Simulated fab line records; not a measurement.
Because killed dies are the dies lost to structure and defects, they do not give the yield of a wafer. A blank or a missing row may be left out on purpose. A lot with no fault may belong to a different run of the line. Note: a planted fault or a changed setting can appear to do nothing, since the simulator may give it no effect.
Problem report, 8D (eight disciplines) form, completed by code + flow berkeley cmos170 + the parts of the form that need people (team, actions taken, sign-off) are left out

1. WHAT WENT WRONG
oes product au at UCB170_M3_ETCH_17 reads a mean of 0.891 a.u. on 2 wafers of 1 lot; wafers without a fault read 1.000 a.u. with a standard deviation of 0.018. Measured from the usual mean, that is -6.0 standard deviations.
The step: etches BARC in N2/H2.
First seen on wafer L700.2, day 10 22:33, on rie diel-03. The record has a number at this step for 15 wafers belonging to 5 lots. By rule, "out" or "out of limits" means more than 4 standard deviations away from the usual mean. The other wafers with a number count as sound.

2. WHAT IT IS AND WHAT IT IS NOT
| question                    | is                | is not                                                                         |
|-----------------------------|-------------------|--------------------------------------------------------------------------------|
| which readings at this step | oes product au    | drypump motor current A, h2 flow sccm, throttle valve pct                      |
| which lots                  | L700              | L697, L703, L711, L713                                                         |
| which wafers of those lots  | L700.2, L700.6    | L700.4                                                                         |
| read on which tools         | rie diel-03       | rie diel-02, rie diel-04                                                       |
| when                        | from day 10 22:33 | up to then (4 sound wafers); but 9 sound wafers of L703, L711, L713 came after |

3. SUSPECTS, AND WHAT RULES EACH OUT
Counting: if a tool at a process step up to the reading ran every lot that is out, it stays a suspect. Sound lots after the first of them don't rule it out here, since some wafers of a struck lot are sound.
- plasma asher-03 at UCB170_M3_STRIP_07 (strips in O2): kept. It ran the lot that is out, L700 (day 10 20:31).
- rie diel-03 at UCB170_M3_ETCH_17 (etches BARC in N2/H2): kept. It ran the lot that is out, L700 (day 10 22:33). Its own oes product au readings are out on those wafers.
- At UCB170_M3_ETCH_17 on rie diel-03, chamber 3 took the sound wafers of the same lots and chamber 2 took the wafers that are out.
What counting leaves: plasma asher-03 at UCB170_M3_STRIP_07 and rie diel-03 at UCB170_M3_ETCH_17.

4. THE CAUSE (what the simulator had put in)
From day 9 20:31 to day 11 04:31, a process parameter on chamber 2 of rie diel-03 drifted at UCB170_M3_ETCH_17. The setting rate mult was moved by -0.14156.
Of the 2 suspects that counting leaves, this tool is one.

5. THE CHAIN OF EFFECTS, in route order
Each row: a reading whose mean over the struck wafers that have a number lies more than 3 standard deviations from the usual. Only readings whose record carries a usual standard deviation are examined. hours: median over the lots of the time between each lot's start at the first step of this table that gives one and its start at this step. sigmas: the change, counted in usual standard deviations.
| hours | step              | reading        | usual      | on struck wafers | change | sigmas |
|-------|-------------------|----------------|------------|------------------|--------|--------|
| 0     | UCB170_M3_ETCH_17 | oes product au | 1.000 a.u. | 0.891            | -0.109 | -6.0   |
Process steps it contains:
- UCB170_M3_ETCH_17: etches BARC in N2/H2.

6. WHAT WOULD HAVE CAUGHT IT SOONER
26 hours passed between the start of the fault at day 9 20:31 and the first reading out of limits in this record, taken at day 10 22:33.
